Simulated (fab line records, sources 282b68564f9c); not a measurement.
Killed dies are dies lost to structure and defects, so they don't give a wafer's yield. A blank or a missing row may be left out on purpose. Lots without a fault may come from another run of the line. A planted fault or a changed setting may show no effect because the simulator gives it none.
A struck lot beside a sound one | flow rit_cmos | 14 steps out of a route of 202
Sound: wafers L456.3, L456.4, L456.6. Struck: wafers L464.1, L464.4, L464.6. The cause comes at the end.
At each step with rows: each side's tool, then ch and its chambers, then its first start. Under that, the readings that differ: sound wafers | struck wafers | difference of the means | sigmas: that difference in standard deviations of wafers without a fault.
alike: readings whose means differ by less than 2 such deviations, and words and numbers that are the same on both sides. not compared: withheld readings, readings that some wafer has no value for, bounds like >300 that may hide the same value, and numbers for which the record gives no deviation and whose values overlap.
The two part at a step that has a row with sigmas, a row that says differs or no value, or rows on one side only. Numbers that don't overlap but have no deviation are shown without sigmas and don't part them. A reading that every wafer of one side lacks parts them only if that side has two wafers or more.

first, 1 step without rows for these wafers: RIT_PLDD_IMPLANT_08.
RIT_PLDD_STRIP_09: strips in O2, time 180 s.
  sound on plasma_asher-02 ch 0,1, day 2 23:48; struck on plasma_asher-02 ch 0, day 4 11:52
  alike: drypump_motor_current_A
  not compared: rf_hours_counter_h
RIT_PLDD_TW_MEAS_10:
  sound on film_metro-02, day 2 23:56; struck on film_metro-04, day 4 12:02
  alike: PLDD_TW
then, 4 steps without rows for these wafers: RIT_SPACER_CLEAN_00 (cleans in SC1, time 600 s); RIT_SPACER_CLEAN_01 (cleans in dHF, time 30 s); RIT_SPACER_CLEAN_02 (cleans in SC2, time 600 s); RIT_SPACER_CVD_03 (deposits Si3N4 from SiH2Cl2/NH3, target thk 250 nm, time 3300 s).
RIT_SPACER_THK_MEAS_04:
  sound on film_metro-02, day 3 03:15; struck on film_metro-02, day 4 15:10
  alike: SPACER_NITRIDE_THK
RIT_SPACER_ETCHBACK_05: etches Si3N4 in SF6/CHF3, stops on SiO2, target depth 250 nm, time 240 s.
  sound on rie_diel-02 ch 0,2,3, day 3 03:17; struck on rie_diel-04 ch 1,3, day 4 15:14
  reading                | sound             | struck            | difference | sigmas
  throttle_valve_pct (%) | 10.22 10.18 10.13 | 10.49 10.45 10.50 | +0.30      | +3
  alike: drypump_motor_current_A, oes_product_au
  not compared: rf_hours_counter_h
then, 2 steps without rows for these wafers: RIT_NSD_HMDS_00 (prime time 60 s); RIT_NSD_COAT_01 (resist thk 1000 nm).
RIT_NSD_SOFTBAKE_02: time 61.15 s.
  sound on litho_track-03 ch 0, day 3 03:47; struck on litho_track-03 ch 0, day 4 15:41
  alike: heater_power_total_W, plate_sensor_t_centre_C, plate_sensor_t_edge_C
RIT_NSD_EXPOSE_03: exposes mask M9, target cd 40700 nm.
  sound on iline_stepper-02 ch 0, day 3 04:04; struck on iline_stepper-02, day 4 16:12
  no value came back on the struck wafers for exposure_dose_mJ_cm2, focus_offset_nm (nm), reticle_temp_C (C); on the sound wafers exposure_dose_mJ_cm2 reads 249.83 250.17 249.94
  alike: mask
then, 1 step without rows for these wafers: RIT_NSD_PEB_04.

WHERE THEY PART
First at RIT_SPACER_ETCHBACK_05; last, within this record, at RIT_NSD_EXPOSE_03.

WHY: what the simulator had put in
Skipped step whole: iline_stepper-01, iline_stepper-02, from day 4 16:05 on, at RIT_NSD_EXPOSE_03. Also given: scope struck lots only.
